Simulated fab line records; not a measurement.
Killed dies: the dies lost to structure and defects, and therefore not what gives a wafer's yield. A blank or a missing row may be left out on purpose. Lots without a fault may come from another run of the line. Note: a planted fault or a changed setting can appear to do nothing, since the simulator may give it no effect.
What tool caused it?    flow berkeley_cmos170    Sampling: 6 lots, 18 wafers, 2 of 331 route steps

## WHAT EACH GAUGE READ, for each wafer
UCB170_V1_THK_MEAS_01.
lot   measured      on             V1_TEOS_THK (nm)
L634  day 7 22:54   film_metro-02  2014 1979 2026
L635  day 8 01:15   film_metro-01  1990 2030 2011
L639  day 8 06:15   film_metro-03  1967 2028 1986
L640  day 9 00:47   film_metro-01  1989 1993 1998
L643  day 9 05:01   film_metro-01  1975 1976 2007
L651  day 11 02:56  film_metro-03  1937 1941 1983

## WHICH TOOL RAN EACH LOT (tool, then ch and the chambers of the sampled wafers, then the start)
lot   UCB170_SILICIDE_SPUTTER_01
L634  pvd_sputter-03, day 7 11:50
L635  pvd_sputter-04, day 7 12:13
L639  pvd_sputter-04, day 7 16:39
L640  pvd_sputter-04, day 8 12:10
L643  pvd_sputter-03, day 8 17:41
L651  pvd_sputter-02, day 10 16:20
- UCB170_SILICIDE_SPUTTER_01: material Ti, target thk 30 nm, time 25 s.

## THE ANSWER, worked out from the rows above alone
Rule: usual is defined by the lots themselves. Put in order of their means at a reading, lots are off if they are a third of the lots or fewer, leave a main group of 4 or more, and stand apart from it by a gap of 3 or more times the standard deviation of the main group's means; of several such gaps the widest counts. Not used: any main group whose means are identical at the precision the tables above print for the reading. A lot without any number at a reading at which 4 lots or more have one is off too. Any other lot the step has rows for is counted as sound.
Off: L651, at UCB170_V1_THK_MEAS_01 (V1_TEOS_THK). Mean 1998 nm and standard deviation 9 in the main group.
If a tool, at a process step before that reading, ran all the lots that are off and no sound lot after the first of them, it fits. The gauges at UCB170_V1_THK_MEAS_01 are tried like those tools. 2 tools fit, pvd_sputter-02 at UCB170_SILICIDE_SPUTTER_01 and film_metro-03 at UCB170_V1_THK_MEAS_01, so this cannot tell which one it is.

## WHAT HAD BEEN PUT IN BY THE SIMULATOR
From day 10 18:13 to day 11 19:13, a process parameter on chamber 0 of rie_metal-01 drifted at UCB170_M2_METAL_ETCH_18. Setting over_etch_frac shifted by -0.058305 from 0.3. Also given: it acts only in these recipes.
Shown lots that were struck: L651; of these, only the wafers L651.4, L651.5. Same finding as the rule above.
